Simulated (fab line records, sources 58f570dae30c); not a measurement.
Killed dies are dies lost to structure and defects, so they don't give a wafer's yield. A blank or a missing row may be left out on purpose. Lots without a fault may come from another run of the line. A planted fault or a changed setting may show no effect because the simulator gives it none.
Problem report in the 8D (eight disciplines) form, filled by code | flow berkeley_cmos170 | the parts of the form that need people (team, actions taken, sign-off) are left out

1. THE PROBLEM
rf_fwd_power_W at UCB170_SPACER_CVD_00 reads a mean of 611.5 W on 6 wafers of 2 lots; wafers without a fault read 545.0 W with a standard deviation of 2.4. That is +28 standard deviations from the usual mean.
The step: deposits SiO2 from TEOS/O2, target thk 376 nm, time 47 s.
First seen on wafer L789.1, day 9 19:52, on pecvd-01. The record holds 18 wafers of 6 lots with a number at this step. Rule for "out", or "out of limits": more than 4 standard deviations from the usual mean. The other wafers with a number count as sound.

2. WHAT IT IS AND WHAT IT IS NOT
question                    | is                     | is not
which readings at this step | rf_fwd_power_W         | -
which lots                  | L789, L790             | L780, L783, L791, L793
which wafers of those lots  | all that have a number | -
read on which tools         | pecvd-01               | pecvd-02, pecvd-04
when                        | from day 9 19:52       | up to then (6 sound wafers); but 6 sound wafers of L791, L793 came after

3. SUSPECTS, AND WHAT RULES EACH OUT
Counting: a tool at a process step up to the reading stays a suspect if it ran every lot that is out and no sound lot after the first of them.
- pecvd-01 at UCB170_SPACER_CVD_00 (deposits SiO2 from TEOS/O2, target thk 376 nm, time 47 s): kept. It ran every lot that is out, first L789 (day 9 19:52), and no sound lot after that; its last sound lot up to then is L780 (day 7 14:49). Its own readings are out on those wafers: rf_fwd_power_W.
Left after counting: pecvd-01 at UCB170_SPACER_CVD_00.

4. THE CAUSE (what the simulator had put in)
Process parameter drift: pecvd-01, from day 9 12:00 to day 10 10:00, at UCB170_SPACER_CVD_00. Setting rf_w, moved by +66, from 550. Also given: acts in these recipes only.
Counting left only this tool.

5. THE CHAIN OF EFFECTS, in route order
Each row: a reading whose mean over the struck wafers that have a number lies more than 3 standard deviations from the usual. Only readings for which the record gives a usual standard deviation are gone through. hours: the time from each lot's start at the first step in this table that gives one to its start at this step, as a median over the lots. sigmas: the change in usual standard deviations.
hours | step                 | reading        | usual   | on struck wafers | change | sigmas
0     | UCB170_SPACER_CVD_00 | rf_fwd_power_W | 545.0 W | 611.5            | +66.5  | +28
The process steps in it:
- UCB170_SPACER_CVD_00: deposits SiO2 from TEOS/O2, target thk 376 nm, time 47 s.
Later measuring or inspecting steps at which every struck wafer that the step has a row for has a number for every such reading, and none has moved that far: UCB170_SPACER_THK_MEAS_01.

6. WHAT WOULD HAVE CAUGHT IT SOONER
In this record the first reading out of limits was taken at day 9 19:52, 8 hours after the fault began at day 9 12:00.
